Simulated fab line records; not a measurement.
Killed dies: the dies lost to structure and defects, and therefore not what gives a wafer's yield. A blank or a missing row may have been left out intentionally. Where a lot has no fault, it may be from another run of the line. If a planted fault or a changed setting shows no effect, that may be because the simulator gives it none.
Struck lot and sound lot, side by side    flow ritCmos    21 steps out of a route of 202
Sound: wafers L270.1, L270.4, L270.6. Wafers L283.1, L283.2, L283.4 were the ones struck. Last of all comes the cause.
At each step with rows: each side's tool, then ch and its chambers, then its first start. Under that, the readings that differ: sound wafers    struck wafers    difference of the means    sigmas: that difference in standard deviations of wafers without a fault.
alike: a reading whose means differ by less than 2 such deviations, as well as words and numbers matching on both sides. not compared: withheld readings; readings where some wafer has no value; bounds like >300 that might hide an equal value; numbers whose values overlap and for which the record gives no deviation.
Wherever a step has rows on one side only, a row that says differs or no value, or a row with sigmas, the two part there. Numbers that don't overlap but have no deviation are shown without sigmas and don't part them. A reading that every wafer of one side lacks parts them only if that side has two wafers or more.

RIT_GATE_CD_MEAS_16: target cd 150 nm.
  sound on cdSem-02, day 3 04:14; struck on cdSem-02, day 5 20:13
  alike: cdNm
RIT_GATE_OVL_MEAS_17:
  sound on overlay-02, day 3 04:22; struck on overlay-01, day 5 20:20
  alike: GATE_OVL
then, 1 step without rows for these wafers: RIT_GATE_HARDBAKE_18 (time 60 s).
RIT_GATE_ETCH_19: etches poly-Si in SF6/CHF3/O2, stops on SiO2, time 165 s, target depth 312.5 nm.
  sound on rieSi-02 ch 1,3, day 3 04:33; struck on rieSi-01 ch 0,2,3, day 5 20:48
  alike: O2_flow_sccm, drypumpMotorCurrentA, oesProductAu, throttleValvePct
  not compared: rfHoursCounterH
RIT_GATE_STRIP_20: strips in O2, time 180 s.
  sound on plasmaAsher-02 ch 0,1, day 3 04:39; struck on plasmaAsher-04 ch 0,1, day 5 20:55
reading                   sound        struck       difference  sigmas
drypumpMotorCurrentA (A)  5.5 5.5 5.2  6.3 6.1 6.3  +0.8        +2
  not compared: rfHoursCounterH
RIT_GATE_CD_MEAS_90: target cd 150 nm.
  sound on cdSem-02, day 3 04:50; struck on cdSem-01, day 5 21:05
  alike: cdNm
then, 4 steps without rows for these wafers: RIT_REOX_CLEAN_00 (cleans in SC1, time 600 s); RIT_REOX_CLEAN_01 (cleans in dHF, time 30 s); RIT_REOX_CLEAN_02 (cleans in SC2, time 600 s); RIT_REOX_OXIDATION_03 (target thk 25.2 nm, ox time 5580 s).
RIT_REOX_THK_MEAS_04:
  sound on filmMetro-01, day 3 07:54; struck on filmMetro-03, day 6 00:08
  alike: REOX_OXIDE_THK
then, 1 step without rows for these wafers: RIT_NLDD_HMDS_00 (prime time 60 s).
RIT_NLDD_COAT_01: resist thk 1000 nm.
  sound on lithoTrack-04 ch 0, day 3 08:09; struck on lithoTrack-01 ch 0, day 6 00:21
reading                                   sound                 struck                difference  sigmas
spinSpeedRpm (rpm)                        3246.2 3247.2 3247.3  3299.0 3300.6 3299.8  +52.9       +29
model.NOVOLAK_of_NLDD_COAT_01.thkNm (nm)  1005 1002 1001        996.6 995 996.1       -6.8        
  alike: resistLineTempC
then, 4 steps without rows for these wafers: RIT_NLDD_SOFTBAKE_02 (time 60 s); RIT_NLDD_EXPOSE_03 (exposes mask M7, target cd 40700 nm); RIT_NLDD_PEB_04; RIT_NLDD_DEVELOP_05 (develop time 50 s).
RIT_NLDD_OVL_MEAS_06:
  sound on overlay-02, day 3 08:58; struck on overlay-02, day 6 01:10
  alike: NLDD_OVL
RIT_NLDD_HARDBAKE_07: time 60 s.
  sound on lithoTrack-01 ch 0, day 3 09:01; struck on lithoTrack-01 ch 0, day 6 01:13
reading                                   sound              struck             difference  sigmas
resistLineTempC (C)                       23.05 23.16 23.14  22.84 22.82 22.93  -0.25       -2
model.NOVOLAK_of_NLDD_COAT_01.thkNm (nm)  888 885.7 884.2    880.8 879.3 880.3  -5.8        
next, for these wafers, 1 step has no rows: RIT_NLDD_IMPLANT_08.
RIT_M1_PROBE_99:
  sound on prober-01, day 4 03:06; struck on prober-01, day 6 16:25
  alike: killedAtContacts, killedAtFrontEnd, killedDies, killedOpen, killedShort

WHERE THEY PART
Last at RIT_NLDD_HARDBAKE_07 as far as this record goes, first at RIT_GATE_STRIP_20. Later steps at which nothing parts them and some readings are alike: RIT_M1_PROBE_99.

WHY: what the simulator had put in
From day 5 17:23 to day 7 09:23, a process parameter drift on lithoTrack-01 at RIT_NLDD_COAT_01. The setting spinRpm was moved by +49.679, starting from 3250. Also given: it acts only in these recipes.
